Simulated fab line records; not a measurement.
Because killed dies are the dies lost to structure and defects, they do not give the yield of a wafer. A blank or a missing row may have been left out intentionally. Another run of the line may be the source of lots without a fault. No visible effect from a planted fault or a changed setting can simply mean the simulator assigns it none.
2 desks looking at one fault :: flow berkeley-cmos170 :: only its own numbers are on each desk; what lay behind them is given at the end

TOOL OWNER'S DESK, implanter-01
The tool's own readings at UCB170_NSD_IMPLANT_08, given as means over the sampled wafers that have a number, one for each lot that went through this tool. If a lot's mean is further than 4 standard deviations from the usual mean, the lot is out of limits and carries the mark OUT (the distance appears in the brackets).
Columns: A = dose-ions-cm2 at UCB170_NSD_IMPLANT_08, usual 3.0005e+15; B = end-station-pressure-torr at UCB170_NSD_IMPLANT_08, usual 1.26e-05 Torr; C = faraday-current-uA at UCB170_NSD_IMPLANT_08, usual 9237
lot: L695
first seen here: day 6 10:52
A: 3.0016e+15
B: 1.19e-05
C: 9312

lot: L704
first seen here: day 8 09:19
A: 4.2727e+15 (+99 or more) OUT
B: 1.60e-05 (+5.4) OUT
C: 13132 (+22) OUT

lot: L705
first seen here: day 9 02:09
A: 4.2716e+15 (+99 or more) OUT
B: 1.55e-05 (+4.6) OUT
C: 13214 (+22) OUT
Finding of this desk: L704, L705 out of limits; the first was L704 at day 8 09:19, on dose-ions-cm2 at UCB170_NSD_IMPLANT_08. In limits: L695.

AT THE METROLOGY DESK
What the gauges read for every lot (on any tool): the sampled wafers with a number, averaged. If a lot's mean is further than 4 standard deviations from the usual mean, the lot is out of limits and carries the mark OUT (the distance appears in the brackets).
Columns: A = GATE_POLY_THK at UCB170_GATE_THK_MEAS_05, usual 213.8 nm; B = NSD_OVL at UCB170_NSD_OVL_MEAS_07, usual 0 nm; C = NSD_RS at UCB170_SDANNEAL_RS_MEAS_03, usual 37.31 ohm/sq
lot: L695
first seen here: day 5 18:27
A: 214.9
B: 2
C: 37.34

lot: L694
first seen here: day 5 18:28
A: 212.4
B: 4
C: 37.38

lot: L696
first seen here: day 6 04:38
A: 213.1
B: -6
C: 37.29

lot: L704
first seen here: day 7 21:08
A: 212.7
B: 5
C: 32.71 (-52) OUT

lot: L705
first seen here: day 8 11:25
A: 217.2
B: -2
C: 32.61 (-53) OUT

lot: L707
first seen here: day 8 23:02
A: 212.3
B: 11
C: 37.12

lot: L708
first seen here: day 9 04:22
A: 217.9
B: -5
C: 37.22

lot: L709
first seen here: day 9 04:23
A: 211.7
B: -4
C: 37.21

lot: L713
first seen here: day 9 21:08
A: 214.8
B: 2
C: 37.35

lot: L714
first seen here: day 9 21:08
A: 214.3
B: -1
C: 37.21

lot: L712
first seen here: day 9 21:09
A: 210.6
B: -0
C: 37.38

lot: L715
first seen here: day 10 12:25
A: 212.9
B: 1
C: 37.26

lot: L716
first seen here: day 10 12:25
A: 213.6
B: 1
C: 37.28

lot: L717
first seen here: day 10 18:32
A: 211.2
B: -2
C: 37.23
This desk finds L704, L705 out of limits, with the earliest case on L704 at day 8 13:18 (NSD_RS at UCB170_SDANNEAL_RS_MEAS_03). In limits: L695, L694, L696, L707, L708, L709, L713, L714, L712, L715, L716, L717.

TAKEN TOGETHER
An alarm could have come from the tool owner's desk at day 8 09:19, on L704, L705.
The metrology desk could have raised an alarm at day 8 13:18, on L704, L705.
The lots listed all ran UCB170_NSD_IMPLANT_08 on implanter-01.

WHAT THE SIMULATOR HAD INSERTED
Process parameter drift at UCB170_NSD_IMPLANT_08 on implanter-01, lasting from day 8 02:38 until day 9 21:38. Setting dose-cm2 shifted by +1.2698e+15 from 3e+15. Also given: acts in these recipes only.
Lots struck among those shown: L704, L705.
Time in hours from fault onset to the first out-of-limits reading at each desk: tool owner's desk 7, metrology desk 11.
